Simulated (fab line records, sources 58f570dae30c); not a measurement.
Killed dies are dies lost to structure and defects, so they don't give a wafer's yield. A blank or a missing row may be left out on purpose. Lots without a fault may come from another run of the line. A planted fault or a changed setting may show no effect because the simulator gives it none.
Which tool did it? | flow berkeley_cmos170 | 13 lots, 39 wafers sampled, at 7 steps of a route of 331

WHAT THE GAUGES READ, wafer by wafer
UCB170_M2_RS_MEAS_02: measures by four-point-probe. Usual: M2_AL_RS 0.0323 ohm/sq, standard deviation 0.00062.
lot  | measured     | on            | M2_AL_RS (ohm/sq)    | flag
L608 | day 9 08:45  | film_metro-01 | 0.0326 0.0324 0.0324 |
L609 | day 9 15:17  | film_metro-04 | 0.0325 0.0322 0.0323 |
L610 | day 9 17:08  | film_metro-02 | 0.0330 0.0324 0.0328 |
L611 | day 10 11:23 | film_metro-02 | 0.0327 0.0323 0.0323 |
L614 | day 11 04:25 | film_metro-02 | 0.0323 0.0318 0.0319 |
L619 | day 12 01:21 | film_metro-01 | 0.0391 0.0317 0.0319 | OFF
L621 | day 12 11:08 | film_metro-04 | 0.0325 0.0326 0.0324 |
L620 | day 12 11:49 | film_metro-01 | 0.0319 0.0321 0.0324 |
L622 | day 12 15:50 | film_metro-02 | 0.0326 0.0322 0.0324 |
L625 | day 12 18:20 | film_metro-02 | 0.0324 0.0326 0.0326 |
L628 | day 13 00:16 | film_metro-04 | 0.0320 0.0328 0.0328 |
L629 | day 13 17:32 | film_metro-01 | 0.0317 0.0312 0.0316 |
L630 | day 13 22:14 | film_metro-04 | 0.0326 0.0331 0.0325 |

UCB170_M2_THK_MEAS_03: measures by xrf. Usual: M2_AL_THK 907 nm, standard deviation 17.
lot  | measured     | on            | M2_AL_THK (nm) | flag
L608 | day 9 08:52  | film_metro-01 | 894 903 894    |
L609 | day 9 15:24  | film_metro-04 | 910 914 906    |
L610 | day 9 17:15  | film_metro-02 | 888 903 894    |
L611 | day 10 11:29 | film_metro-02 | 895 908 911    |
L614 | day 11 04:32 | film_metro-02 | 912 921 923    |
L619 | day 12 01:28 | film_metro-01 | 770 914 909    |
L621 | day 12 11:16 | film_metro-04 | 901 902 906    |
L620 | day 12 11:55 | film_metro-01 | 910 903 894    |
L622 | day 12 15:56 | film_metro-02 | 903 917 911    |
L625 | day 12 18:26 | film_metro-02 | 910 908 899    |
L628 | day 13 00:22 | film_metro-04 | 923 903 896    |
L629 | day 13 17:40 | film_metro-01 | 920 937 924    |
L630 | day 13 22:22 | film_metro-04 | 905 888 902    |

UCB170_M2_OVL_MEAS_16. Usual: M2_OVL 1 nm, standard deviation 6.1.
lot  | measured     | on         | M2_OVL (nm) | flag
L608 | day 9 10:55  | overlay-01 | 7 6 -1      |
L609 | day 9 17:38  | overlay-01 | -4 -3 1     |
L610 | day 9 19:47  | overlay-01 | 2 3 5       |
L611 | day 10 14:19 | overlay-01 | 9 16 14     |
L614 | day 11 06:52 | overlay-02 | -2 1 -6     |
L619 | day 12 04:16 | overlay-01 | 0 3 1       |
L621 | day 12 14:11 | overlay-02 | -10 -4 -1   |
L620 | day 12 15:25 | overlay-01 | 3 8 4       |
L622 | day 12 20:07 | overlay-01 | 5 7 7       |
L625 | day 12 21:54 | overlay-02 | 1 0 -3      |
L628 | day 13 02:23 | overlay-01 | -3 -5 0     |
L629 | day 13 19:49 | overlay-01 | 0 6 2       |
L630 | day 14 00:14 | overlay-01 | 10 4 4      |

UCB170_V2_BOW_MEAS_03. Usual: V2_BOW 37 um, standard deviation 7.6.
lot  | measured     | on            | V2_BOW (um) | flag
L608 | day 9 11:55  | film_metro-03 | 39 42 41    |
L609 | day 9 18:43  | film_metro-02 | 29 28 26    |
L610 | day 9 20:48  | film_metro-03 | 33 49 43    |
L611 | day 10 15:25 | film_metro-03 | 50 48 27    |
L614 | day 11 07:52 | film_metro-04 | 41 44 35    |
L619 | day 12 05:16 | film_metro-03 | 45 39 24    |
L621 | day 12 15:11 | film_metro-03 | 35 36 53    |
L620 | day 12 16:26 | film_metro-02 | 44 35 27    |
L622 | day 12 21:09 | film_metro-03 | 45 57 54    |
L625 | day 12 22:56 | film_metro-03 | 46 43 49    |
L628 | day 13 03:23 | film_metro-03 | 47 31 43    |
L629 | day 13 20:50 | film_metro-04 | 31 39 39    |
L630 | day 14 01:14 | film_metro-02 | 28 29 40    |

WHICH TOOL RAN EACH LOT (tool, then ch and the chambers of the sampled wafers, then the start)
lot  | UCB170_M2_SPUTTER_01         | UCB170_M2_METAL_ETCH_18           | UCB170_V2_CVD_00
L608 | pvd_sputter-02, day 9 08:40  | rie_metal-04 ch 0,1, day 9 10:59  | pecvd-01 ch 0,2, day 9 11:23
L609 | pvd_sputter-02, day 9 15:12  | rie_metal-02 ch 0,1, day 9 17:43  | pecvd-03 ch 0,1, day 9 18:07
L610 | pvd_sputter-04, day 9 17:02  | rie_metal-04 ch 0,1, day 9 19:52  | pecvd-02 ch 1,2, day 9 20:17
L611 | pvd_sputter-01, day 10 11:17 | rie_metal-04 ch 0,1, day 10 14:23 | pecvd-03 ch 1,2, day 10 14:48
L614 | pvd_sputter-01, day 11 04:19 | rie_metal-02 ch 0,1, day 11 06:56 | pecvd-01 ch 0,1,2, day 11 07:21
L619 | pvd_sputter-02, day 12 01:16 | rie_metal-02 ch 0,1, day 12 04:20 | pecvd-03 ch 0,1,2, day 12 04:44
L621 | pvd_sputter-01, day 12 11:04 | rie_metal-02 ch 0,1, day 12 14:16 | pecvd-03 ch 1,2, day 12 14:40
L620 | pvd_sputter-04, day 12 11:43 | rie_metal-03 ch 0,1, day 12 15:29 | pecvd-01 ch 0,1, day 12 15:53
L622 | pvd_sputter-01, day 12 15:43 | rie_metal-02 ch 0,1, day 12 20:15 | pecvd-01 ch 1,2, day 12 20:36
L625 | pvd_sputter-04, day 12 18:13 | rie_metal-03 ch 0,1, day 12 22:02 | pecvd-02 ch 0,1,2, day 12 22:23
L628 | pvd_sputter-04, day 13 00:08 | rie_metal-04 ch 0,1, day 13 02:27 | pecvd-01 ch 1,2, day 13 02:52
L629 | pvd_sputter-01, day 13 17:27 | rie_metal-02 ch 0,1, day 13 19:53 | pecvd-01 ch 0,1, day 13 20:20
L630 | pvd_sputter-01, day 13 22:10 | rie_metal-02 ch 0,1, day 14 00:19 | pecvd-01 ch 0,1,2, day 14 00:43
- UCB170_M2_SPUTTER_01: material Al, target thk 900 nm, time 120 s.
- UCB170_M2_METAL_ETCH_18: etches Al in Cl2/BCl3, stops on SiO2, target depth 1170 nm, time 195 s.
- UCB170_V2_CVD_00: deposits SiO2 from TEOS/O2, target thk 2000 nm, time 250 s.

WHAT THE TOOLS THEMSELVES READ (means of the sampled wafers that have a number; where no wafer has one, the mark that the record gives instead)
UCB170_M2_SPUTTER_01. Usual: throttle_valve_pct 30.3 %, standard deviation 1.1.
lot  | tool           | throttle_valve_pct (%) | flag
L608 | pvd_sputter-02 | 30.8                   |
L609 | pvd_sputter-02 | 31.1                   |
L610 | pvd_sputter-04 | 29.3                   |
L611 | pvd_sputter-01 | 29.5                   |
L614 | pvd_sputter-01 | 29.7                   |
L619 | pvd_sputter-02 | 31.0                   |
L621 | pvd_sputter-01 | 29.3                   |
L620 | pvd_sputter-04 | 30.0                   |
L622 | pvd_sputter-01 | 30.7                   |
L625 | pvd_sputter-04 | 30.1                   |
L628 | pvd_sputter-04 | 29.3                   |
L629 | pvd_sputter-01 | 30.1                   |
L630 | pvd_sputter-01 | 30.6                   |

UCB170_M2_METAL_ETCH_18. Usual: drypump_motor_current_A 5.5 A, standard deviation 0.47; oes_product_au 0.858 a.u., standard deviation 0.014; throttle_valve_pct 24.3 %, standard deviation 0.36.
lot  | tool         | drypump_motor_current_A (A) | oes_product_au (a.u.) | throttle_valve_pct (%) | flag
L608 | rie_metal-04 | 5.5                         | 0.854                 | 24.3                   |
L609 | rie_metal-02 | 5.4                         | 0.863                 | 24.3                   |
L610 | rie_metal-04 | 5.5                         | 0.855                 | 24.3                   |
L611 | rie_metal-04 | 5.5                         | 0.858                 | 24.3                   |
L614 | rie_metal-02 | 5.4                         | 0.868                 | 24.3                   |
L619 | rie_metal-02 | 5.4                         | 0.848                 | 24.3                   |
L621 | rie_metal-02 | 5.4                         | 0.865                 | 24.3                   |
L620 | rie_metal-03 | 5.2                         | 0.849                 | 24.3                   |
L622 | rie_metal-02 | 5.4                         | 0.868                 | 24.3                   |
L625 | rie_metal-03 | 5.5                         | 0.837                 | 24.1                   |
L628 | rie_metal-04 | 5.5                         | 0.859                 | 24.3                   |
L629 | rie_metal-02 | 5.7                         | 0.870                 | 24.4                   |
L630 | rie_metal-02 | 5.8                         | 0.855                 | 24.3                   |

UCB170_V2_CVD_00. Usual: heater_power_w 255 W, standard deviation 49.
lot  | tool     | heater_power_w (W) | flag
L608 | pecvd-01 | 241                |
L609 | pecvd-03 | 261                |
L610 | pecvd-02 | 287                |
L611 | pecvd-03 | 299                |
L614 | pecvd-01 | 245                |
L619 | pecvd-03 | 238                |
L621 | pecvd-03 | 253                |
L620 | pecvd-01 | 252                |
L622 | pecvd-01 | 267                |
L625 | pecvd-02 | 298                |
L628 | pecvd-01 | 244                |
L629 | pecvd-01 | 263                |
L630 | pecvd-01 | 268                |

THE ANSWER, worked out from the rows above alone
Rule: a lot is off if the mean of its wafers that have a number lies more than 3 standard deviations from the usual mean. A lot without any number at a reading at which 4 lots or more have one is off too. The other lots that the step has rows for count as sound. The gauges are gone through in route order, then the tools' own readings, and for those a lot's mean is taken as printed above. The first step at which some lot is off is used, and at that step the reading that is off furthest; a lot without a number counts as furthest.
Off: L619, at UCB170_M2_RS_MEAS_02 (M2_AL_RS).
A tool fits if, at a process step before that reading, it ran every lot that is off, and no sound lot after the first of them. The gauges at UCB170_M2_RS_MEAS_02 are tried like those tools. One fits: pvd_sputter-02 at UCB170_M2_SPUTTER_01. Its last sound lot is L609 (day 9 15:12), its first lot that is off L619 (day 12 01:16): a fault that began between those two fits.

WHAT THE SIMULATOR HAD PUT IN
Site profile drift: pvd_sputter-02, from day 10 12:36 on, at UCB170_M2_SPUTTER_01. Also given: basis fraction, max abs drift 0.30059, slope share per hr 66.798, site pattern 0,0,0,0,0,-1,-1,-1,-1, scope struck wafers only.
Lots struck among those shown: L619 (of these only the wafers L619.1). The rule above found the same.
